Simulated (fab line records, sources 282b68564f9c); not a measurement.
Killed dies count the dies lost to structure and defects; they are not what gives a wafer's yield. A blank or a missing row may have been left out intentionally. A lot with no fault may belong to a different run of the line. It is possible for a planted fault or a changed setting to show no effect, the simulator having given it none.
fab line records	flow rit_cmos
[record] lots = 14	wafers = 42	last_day = 8
route steps=202 shown GATE@83 PLDD@123 PSD@150 M1@186
lots with no fault: from the same line, run without faults
start_h: hours from the record's first day to the start of the lot's first wafer shown	wait_h: hours from the lot's prior step to this one	" identical to the entry in the row above	L1.1+2: a row that stands for several wafers	- no value present, or no start provided	* or withheld: withheld	< > ~ a bound
route shown NAME@n: names a module that has steps shown in the file, with the first one's number in the route	usual: average and standard deviation across the fault-free wafers	same: alike in all rows	chamber/n: place in a boat	sites: readings site by site	_std_site: standard deviation across them	_edge_site: outer sites' mean less inner sites'	radius_mm: for every site, how far away it sits from the centre of the wafer	mask NAME#n: copy n	behind: the tool/chamber that last shaped the wafer	hold: cause of the lot's hold/its duration in hours/its outcome	device: transistor that didn't switch, given as n, p or np	end of line: the same wafers' tests at the end of the route	step lacking rows: just its recipe	killed: dies lost to structure and defects at the first sort, not the wafer's yield	map: a wafer's dies, x killed, . not, _ none there
set.NAME: the setting that was run; set.NAME@STEP: the one run at that earlier step	model.NAME: the simulator's own value behind a step, which no gauge read
a sample of lots followed through the steps of the route, with each step as a table and each wafer as a row
services: when a tool's chamber went out of use (start_h, in hours from the record's first day, below 0 if earlier), for how many hours, and the reason
[[steps]]
[step RIT_GATE_THK_MEAS_07]
[recipe] reads = SiO2_of_GATE_OXIDATION_05
[usual] GATE_OXIDE_THK = 2.77/0.053
lot.wafer	tool	chamber	start_h	wait_h	GATE_OXIDE_THK[nm]
L701.2	film_metro-04	-	39.37	0.0	2.82
L701.5	"	-	"	"	2.76
L701.6	"	-	"	"	2.84
L703.3	film_metro-03	-	48.18	0.0	2.82
L703.5	"	-	"	"	2.85
L703.6	"	-	"	"	2.82
L706.1	film_metro-01	-	68.08	0.0	2.81
L706.3	"	-	"	"	2.80
L706.5	"	-	"	"	2.80
L707.3	film_metro-04	-	68.35	0.0	2.71
L707.4	"	-	"	"	2.70
L707.6	"	-	"	"	2.74
L709.1	film_metro-03	-	83.02	0.0	2.82
L709.5	"	-	"	"	2.77
L709.6	"	-	"	"	2.85
L710.1	film_metro-03	-	88.98	0.0	2.76
L710.2	"	-	"	"	2.74
L710.5	"	-	"	"	2.75
L712.2	film_metro-03	-	95.65	0.0	2.80
L712.3	"	-	"	"	2.82
L712.6	"	-	"	"	2.78
L713.3	film_metro-03	-	97.22	0.0	2.75
L713.4	"	-	"	"	2.74
L713.5	"	-	"	"	2.84
L714.2	film_metro-01	-	106.79	0.0	2.79
L714.3	"	-	"	"	2.82
L714.5	"	-	"	"	2.87
L716.2	film_metro-04	-	117.35	0.0	2.78
L716.3	"	-	"	"	2.79
L716.6	"	-	"	"	2.78
L719.2	film_metro-04	-	134.62	0.0	2.77
L719.5	"	-	"	"	2.80
L719.6	"	-	"	"	2.70
L720.2	film_metro-04	-	140.71	0.0	2.70
L720.5	"	-	"	"	2.74
L720.6	"	-	"	"	2.68
L721.1	film_metro-01	-	144.25	0.0	2.77
L721.2	"	-	"	"	2.82
L721.6	"	-	"	"	2.77
L722.4	film_metro-04	-	155.04	0.0	2.76
L722.5	"	-	"	"	2.79
L722.6	"	-	"	"	2.74
[step RIT_PLDD_STRIP_09]
[recipe] chemistry = O2	time_s = 180	resist = NOVOLAK	platen_temp_c = withheld	power_w = 500	pressure_mtorr = 4000	o2_flow_sccm = 4000
[usual] drypump_motor_current_A = 5.7/0.51
lot.wafer	tool	chamber	start_h	wait_h	drypump_motor_current_A	rf_hours_counter_h
L701.2	plasma_asher-01	1	50.27	0.1	6.4	41
L701.5	"	0	"	"	5.0	-
L701.6	"	1	"	"	6.4	-
L703.3	plasma_asher-03	0	58.95	0.1	6.1	-
L703.5	"	1	"	"	5.4	-
L703.6	"	0	"	"	6.1	-
L706.1	plasma_asher-01	1	78.84	0.1	6.5	43
L706.3	"	1	"	"	6.4	-
L706.5	"	0	"	"	5.1	-
L707.3	plasma_asher-03	1	79.09	0.1	5.4	-
L707.4	"	0	"	"	6.1	-
L707.6	"	0	"	"	6.1	-
L709.1	plasma_asher-03	1	95.31	0.1	5.4	30
L709.5	"	1	"	"	5.4	-
L709.6	"	0	"	"	6.1	-
L710.1	plasma_asher-04	1	100.08	0.1	6.2	48
L710.2	"	0	"	"	5.1	48
L710.5	"	0	"	"	5.1	-
L712.2	plasma_asher-03	0	109.45	0.1	6.2	32
L712.3	"	1	"	"	5.4	-
L712.6	"	0	"	"	6.2	-
L713.3	plasma_asher-03	1	109.75	0.1	5.4	-
L713.4	"	0	"	"	6.1	-
L713.5	"	1	"	"	5.4	-
L714.2	plasma_asher-04	0	118.77	0.1	5.1	51
L714.3	"	0	"	"	5.1	-
L714.5	"	0	"	"	5.1	-
L716.2	plasma_asher-04	0	129.20	0.1	5.1	52
L716.3	"	1	"	"	6.2	-
L716.6	"	1	"	"	6.2	-
L719.2	plasma_asher-04	1	148.67	0.1	6.2	54
L719.5	"	0	"	"	5.1	-
L719.6	"	1	"	"	6.1	-
L720.2	plasma_asher-01	0	154.74	0.1	5.1	49
L720.5	"	1	"	"	6.4	-
L720.6	"	0	"	"	5.1	-
L721.1	plasma_asher-03	1	155.22	0.1	5.4	36
L721.2	"	0	"	"	6.2	36
L721.6	"	0	"	"	6.1	-
L722.4	plasma_asher-03	0	165.60	0.1	6.2	-
L722.5	"	0	"	"	6.2	-
L722.6	"	1	"	"	5.4	-
[step RIT_PSD_IMPLANT_08]
[recipe] species = BF2	energy_kev = 27	dose_cm2 = 5e+15	tilt_deg = 7
lot.wafer	tool	chamber	start_h	wait_h
L701.2+5+6	implanter-03	0	55.61	0.1
L703.3+5+6	implanter-03	0	64.27	0.1
L706.1+3+5	implanter-01	0	85.35	0.1
L707.3+4+6	implanter-02	0	85.67	0.1
L709.1+5+6	implanter-02	0	104.02	0.1
L710.1+2+5	implanter-01	0	106.94	0.1
L712.2+3+6	implanter-01	0	117.82	0.1
L713.3+4+5	implanter-02	0	118.32	0.1
L714.2+3+5	implanter-03	0	129.64	0.1
L716.2+3+6	implanter-01	0	142.12	0.1
L719.2+5+6	implanter-02	0	155.37	0.1
L720.2+5+6	implanter-01	0	161.71	0.1
L721.1+2+6	implanter-02	0	161.92	0.1
L722.4+5+6	implanter-02	0	171.95	0.1
[step RIT_SDANNEAL_RS_MEAS_04]
[recipe] thk_meas_gauge = four-point-probe
[usual] PSD_RS = 115.9/0.31
lot.wafer	tool	chamber	start_h	wait_h	PSD_RS[ohm/sq]
L701.2	film_metro-01	-	56.43	0.1	116.2
L701.5	"	-	"	"	116.3
L701.6	"	-	"	"	116.3
L703.3	film_metro-02	-	65.07	0.1	115.6
L703.5	"	-	"	"	115.7
L703.6	"	-	"	"	116.0
L706.1	film_metro-03	-	86.22	0.1	115.4
L706.3	"	-	"	"	115.7
L706.5	"	-	"	"	115.8
L707.3	film_metro-02	-	86.47	0.1	116.0
L707.4	"	-	"	"	115.6
L707.6	"	-	"	"	115.8
L709.1	film_metro-02	-	104.83	0.0	115.6
L709.5	"	-	"	"	115.5
L709.6	"	-	"	"	115.8
L710.1	film_metro-03	-	107.81	0.1	115.9
L710.2	"	-	"	"	116.0
L710.5	"	-	"	"	115.5
L712.2	film_metro-02	-	118.63	0.1	116.0
L712.3	"	-	"	"	116.0
L712.6	"	-	"	"	116.1
L713.3	film_metro-01	-	119.12	0.1	115.7
L713.4	"	-	"	"	115.4
L713.5	"	-	"	"	115.2
L714.2	film_metro-01	-	130.44	0.1	116.3
L714.3	"	-	"	"	116.0
L714.5	"	-	"	"	115.9
L716.2	film_metro-03	-	142.95	0.1	-
L716.3	"	-	"	"	-
L716.6	"	-	"	"	-
L719.2	film_metro-03	-	156.18	0.1	115.4
L719.5	"	-	"	"	115.6
L719.6	"	-	"	"	115.5
L720.2	film_metro-03	-	162.51	0.1	-
L720.5	"	-	"	"	-
L720.6	"	-	"	"	-
L721.1	film_metro-01	-	162.73	0.0	116.6
L721.2	"	-	"	"	116.3
L721.6	"	-	"	"	116.4
L722.4	film_metro-01	-	172.76	0.1	116.1
L722.5	"	-	"	"	116.0
L722.6	"	-	"	"	116.0
[step RIT_M1_THK_MEAS_02]
[recipe] thk_meas_gauge = xrf	reads = Al_of_M1_SPUTTER_00
[usual] M1_AL_THK = 376/4.5
lot.wafer	tool	chamber	start_h	wait_h	M1_AL_THK[nm]
L701.2	film_metro-01	-	60.25	0.1	378
L701.5	"	-	"	"	379
L701.6	"	-	"	"	379
L703.3	film_metro-02	-	68.85	0.1	378
L703.5	"	-	"	"	375
L703.6	"	-	"	"	379
L706.1	film_metro-01	-	89.94	0.1	373
L706.3	"	-	"	"	377
L706.5	"	-	"	"	380
L707.3	film_metro-02	-	90.28	0.1	376
L707.4	"	-	"	"	373
L707.6	"	-	"	"	379
L709.1	film_metro-01	-	108.64	0.1	373
L709.5	"	-	"	"	376
L709.6	"	-	"	"	369
L710.1	film_metro-02	-	111.59	0.1	375
L710.2	"	-	"	"	373
L710.5	"	-	"	"	371
L712.2	film_metro-02	-	122.25	0.1	376
L712.3	"	-	"	"	378
L712.6	"	-	"	"	379
L713.3	film_metro-03	-	122.73	0.1	364
L713.4	"	-	"	"	365
L713.5	"	-	"	"	370
L714.2	film_metro-03	-	134.19	0.1	367
L714.3	"	-	"	"	368
L714.5	"	-	"	"	365
L716.2	film_metro-01	-	146.72	0.1	378
L716.3	"	-	"	"	386
L716.6	"	-	"	"	382
L719.2	film_metro-03	-	159.88	0.1	368
L719.5	"	-	"	"	371
L719.6	"	-	"	"	371
L720.2	film_metro-02	-	166.30	0.1	378
L720.5	"	-	"	"	383
L720.6	"	-	"	"	383
L721.1	film_metro-03	-	166.61	0.1	374
L721.2	"	-	"	"	373
L721.6	"	-	"	"	373
L722.4	film_metro-01	-	176.49	0.1	382
L722.5	"	-	"	"	381
L722.6	"	-	"	"	382
[step RIT_M1_PROBE_99]
[usual] killed_at_M0_to_M3 = 0.0/0.083	killed_at_contacts = 0.0/0.16	killed_at_front_end = 7/3.1	killed_dies = 7/3.1	killed_open = 3.6/2.2	killed_short = 3.4/2.1
[same] gross_dies = 264	killed_at_M4_up = 0	killed_at_back_side = 0	killed_at_other = 0
lot.wafer	tool	chamber	start_h	wait_h	killed_at_M0_to_M3	killed_at_contacts	killed_at_front_end	killed_dies	killed_open	killed_short
L707.3	prober-01	-	95.21	0.2	0	0	6	6	4	2
L707.4	prober-01	-	95.26	0.2	0	0	2	2	1	1
L707.6	prober-01	-	95.36	0.2	0	0	5	5	3	2
L709.1	prober-01	-	112.51	0.1	0	0	6	6	2	4
L709.5	prober-01	-	112.71	0.2	0	0	10	10	6	4
L709.6	prober-01	-	112.76	0.2	0	0	5	5	2	3
L714.2	prober-02	-	137.95	0.1	0	0	6	6	5	1
L714.3	prober-02	-	138.00	0.2	0	0	4	4	2	2
L714.5	prober-02	-	138.10	0.2	0	0	3	3	1	2
L716.2	prober-02	-	150.37	0.1	0	0	5	5	2	3
L716.3	prober-02	-	150.42	0.2	0	0	4	4	4	0
L716.6	prober-02	-	150.57	0.2	0	0	9	9	6	3
L719.2	prober-01	-	163.79	0.1	0	0	10	10	5	5
L719.5	prober-01	-	163.94	0.2	0	0	4	4	2	2
L719.6	prober-01	-	163.99	0.2	0	0	10	10	4	6
// killed by level:class
L707.3 REOX:geometric_particle:open=2 GATE:geometric_particle:short=1 SPACER:geometric_particle:short=1 SPACER:geometric_particle:open=1 SILICIDE:geometric_particle:open=1
L707.4 FOX2:geometric_particle:short=1 GATE:geometric_particle:open=1
L707.6 GATE:geometric_particle:short=2 FOX1:geometric_particle:open=1 FOX2:geometric_particle:open=1 REOX:geometric_particle:open=1
L709.1 SILICIDE:geometric_particle:short=3 GATE:geometric_particle:open=1 GATE:geometric_particle:short=1 REOX:geometric_particle:open=1
L709.5 GATE:geometric_particle:open=5 GATE:geometric_particle:short=2 FOX1:geometric_particle:short=1 SPACER:geometric_particle:open=1 SILICIDE:geometric_particle:short=1
L709.6 GATE:geometric_particle:short=2 FOX1:geometric_particle:open=1 GATE:geometric_particle:open=1 REOX:geometric_particle:short=1
L714.2 GATE:geometric_particle:open=2 REOX:geometric_particle:open=2 SILICIDE:geometric_particle:short=1 SILICIDE:geometric_particle:open=1
L714.3 FOX2:geometric_particle:short=1 GATE:geometric_particle:open=1 GATE:geometric_particle:short=1 SPACER:geometric_particle:open=1
L714.5 GATE:geometric_particle:short=2 GATE:geometric_particle:open=1
L716.2 GATE:geometric_particle:short=2 FOX1:geometric_particle:short=1 FOX2:geometric_particle:open=1 SILICIDE:geometric_particle:open=1
L716.3 FOX1:geometric_particle:open=1 GATE:geometric_particle:open=1 SPACER:geometric_particle:open=1 SILICIDE:geometric_particle:open=1
L716.6 FOX1:geometric_particle:open=3 GATE:geometric_particle:short=2 GATE:geometric_particle:open=1 REOX:geometric_particle:open=1 SILICIDE:geometric_particle:short=1 SILICIDE:geometric_particle:open=1
L719.2 FOX2:geometric_particle:open=2 GATE:geometric_particle:short=2 FOX1:geometric_particle:short=1 FOX1:geometric_particle:open=1 FOX2:geometric_particle:short=1 SPACER:geometric_particle:open=1 SPACER:geometric_particle:short=1 SILICIDE:geometric_particle:open=1
L719.5 FOX1:geometric_particle:open=1 FOX1:geometric_particle:short=1 GATE:geometric_particle:open=1 SPACER:geometric_particle:short=1
L719.6 GATE:geometric_particle:short=5 FOX2:geometric_particle:open=2 SPACER:geometric_particle:open=2 FOX1:geometric_particle:short=1
[[services]]
tool	chamber	start_h	hours	kind
plasma_asher-01	-	38.09	5.4	repair
plasma_asher-01	-	100.24	14.6	pm
plasma_asher-03	-	103.58	2.8	pm
implanter-03	-	122.56	1.8	repair
implanter-02	-	143.38	1.5	repair
implanter-02	-	164.33	2.8	repair
[[key]]
[first_sign] step = RIT_SDANNEAL_RS_MEAS_04	reading = PSD_RS	direction = missing
effect none on later readings
met_at RIT_PSD_IMPLANT_08
struck_lots L716,L720
tester_left_out L716,L720
not_acting_at RIT_GATE_THK_MEAS_07,RIT_PLDD_STRIP_09,RIT_M1_THK_MEAS_02
onset_between 117.82 142.12
[fault] kind = process_parameter_drift	tool = implanter-01	chamber = -	onset_h = 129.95	steps = RIT_PSD_IMPLANT_08	channel = tilt_deg	offset = 10	spread_by_wafer = 0.3	shape = step	end_h = 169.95	acts_in = these_recipes_only	stated = 7
// tester_left_out: of these lots the tester's yield and bins aren't shown, on N5 and GAA mostly nor the transistor test; their killed dies are dies lost to structure and defects alone, not to doping, threshold or leakage, so they don't give the yield
